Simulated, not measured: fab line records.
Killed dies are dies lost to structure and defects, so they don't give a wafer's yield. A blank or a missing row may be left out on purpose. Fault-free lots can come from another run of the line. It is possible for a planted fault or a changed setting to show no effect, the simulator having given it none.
A struck lot beside a sound one ; flow rit cmos ; 22 out of 202 route steps
Sound: these wafers, L464.1, L464.2, L464.4. The struck wafers were L475.1, L475.2, L475.3. At the end, the cause is stated.
Order at every step that has rows: each side's tool, ch and its chambers, its first start. Under that, the readings that differ: sound wafers ; struck wafers ; difference of the means ; sigmas: that difference in standard deviations of wafers without a fault.
alike: words and numbers the same on both sides, and readings whose means are apart by under 2 such deviations; not compared: readings that were withheld, readings missing a value for some wafer, numbers with overlapping values and no deviation given by the record, and bounds like >300 which may hide the same value.
The two part at a step that has a row with sigmas, a row that says differs or no value, or rows on one side only. When numbers do not overlap yet have no deviation, they are printed without sigmas and do not part them. Lack of a reading on every wafer of one side parts them only where that side has two or more wafers.

first, 2 steps without rows for these wafers: RIT_NSD_HARDBAKE_07 (time 60 s); RIT_NSD_IMPLANT_08.
RIT_NSD_STRIP_09: strips in O2, time 180 s.
  sound on plasma asher-04 ch 0,1, day 3 11:02; struck on plasma asher-01 ch 0,1, day 5 17:59
  alike: drypump motor current A
  not compared: rf hours counter h
RIT_NSD_TW_MEAS_10:
  sound on film metro-01, day 3 11:13; struck on film metro-02, day 5 18:10
  alike: NSD_TW
then, 6 steps without rows for these wafers: RIT_PSD_HMDS_00 (prime time 60 s); RIT_PSD_COAT_01 (resist thk 1000 nm); RIT_PSD_SOFTBAKE_02 (time 60 s); RIT_PSD_EXPOSE_03 (exposes mask M10, target cd 40900 nm); RIT_PSD_PEB_04; RIT_PSD_DEVELOP_05 (develop time 48.93 s).
RIT_PSD_OVL_MEAS_06:
  sound on overlay-02, day 3 12:15; struck on overlay-01, day 5 19:04
  alike: PSD_OVL
then, 1 step without rows for these wafers: RIT_PSD_HARDBAKE_07 (time 60 s).
RIT_PSD_IMPLANT_08:
  sound on implanter-04 ch 0, day 3 12:26; struck on implanter-04 ch 0, day 5 19:15
reading;sound;struck;difference;sigmas
beam on s (s);11.3 11.8 11.9;15.7 15.3 15.4;+3.8;+5
end station pressure torr (Torr);1.42e-05 1.62e-05 1.55e-05;0.0001012 0.0001098 0.0001124;+0.0000925;+84
faraday current uA;13497 12952 12762;10124 10438 10350;-2766;-4
RIT_PSD_STRIP_09: strips in O2, time 180 s.
  sound on plasma asher-04 ch 0,1, day 3 12:35; struck on plasma asher-01 ch 0,1, day 5 19:24
  alike: drypump motor current A
  not compared: rf hours counter h
RIT_PSD_TW_MEAS_10:
  sound on film metro-01, day 3 12:46; struck on film metro-01, day 5 19:35
reading;sound;struck;difference;sigmas
PSD_TW;3447 3429 3442;3528 3505 3491;+69;+4
then, 3 steps without rows for these wafers: RIT_SDANNEAL_CLEAN_00 (cleans in SC1, time 600 s); RIT_SDANNEAL_CLEAN_01 (cleans in dHF, time 30 s); RIT_SDANNEAL_CLEAN_02 (cleans in SC2, time 600 s).
RIT_SDANNEAL_RTA_03: time 5 s.
  sound on rtp anneal-01 ch 0, day 3 13:11; struck on rtp anneal-02 ch 0, day 5 20:01
  alike: ramp down c per s, wafer_temp_C_max
RIT_SDANNEAL_RS_MEAS_04: measurement is done with a four-point probe.
  sound on film metro-01, day 3 13:19; struck on film metro-02, day 5 20:04
reading;sound;struck;difference;sigmas
PSD_RS (ohm/sq);115.7 115.7 115.4;112.4 112.0 112.4;-3.3;-11
RIT_SDANNEAL_RS_MEAS_05: measurement is done with a four-point probe.
  sound on film metro-01, day 3 13:26; struck on film metro-02, day 5 20:11
reading;sound;struck;difference;sigmas
NSD_RS (ohm/sq);83.71 83.99 84.06;84.92 84.85 84.66;+0.89;+3
RIT_M1_PROBE_99:
  sound on prober-02, day 3 20:56; struck on prober-01, day 6 03:21
reading;sound;struck;difference;sigmas
model.etest.contact pplus.end ohm um;43.48 44.43 42.97;38.88 37.59 39.03;-5.13;
model.etest.pmos narrow.drive ua um;100.8 97.02 101.5;105 102.3 106.1;+5;
model.etest.pmos narrow.off log10 a um;-12.74 -12.84 -12.69;-12.3 -12.49 -12.22;+0.4;
model.etest.pmos_0p3.off log10 a um;-12.84 -12.86 -12.94;-12.44 -12.7 -12.58;+0.31;
model.etest.vpnp.gain;1.05 1.062 1.069;1.197 1.185 1.194;+0.132;
  alike: killed at contacts, killed at front end, killed dies, killed open, killed short
  not compared: model.etest.pmos_0p3.drive ua um, model.etest.retro edge pmos.off log10 a um, model.etest.pmos_0p15.off log10 a um

## WHERE THEY PART
First at RIT_PSD_IMPLANT_08; last, within this record, at RIT_SDANNEAL_RS_MEAS_05. Later steps at which nothing parts them and some readings are alike: RIT_M1_PROBE_99.

WHY: what had been put in by the simulator
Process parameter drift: implanter-04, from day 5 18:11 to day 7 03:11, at RIT_PSD_IMPLANT_08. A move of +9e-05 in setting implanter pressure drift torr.
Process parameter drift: implanter-04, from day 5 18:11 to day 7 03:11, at RIT_PSD_IMPLANT_08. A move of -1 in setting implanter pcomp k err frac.
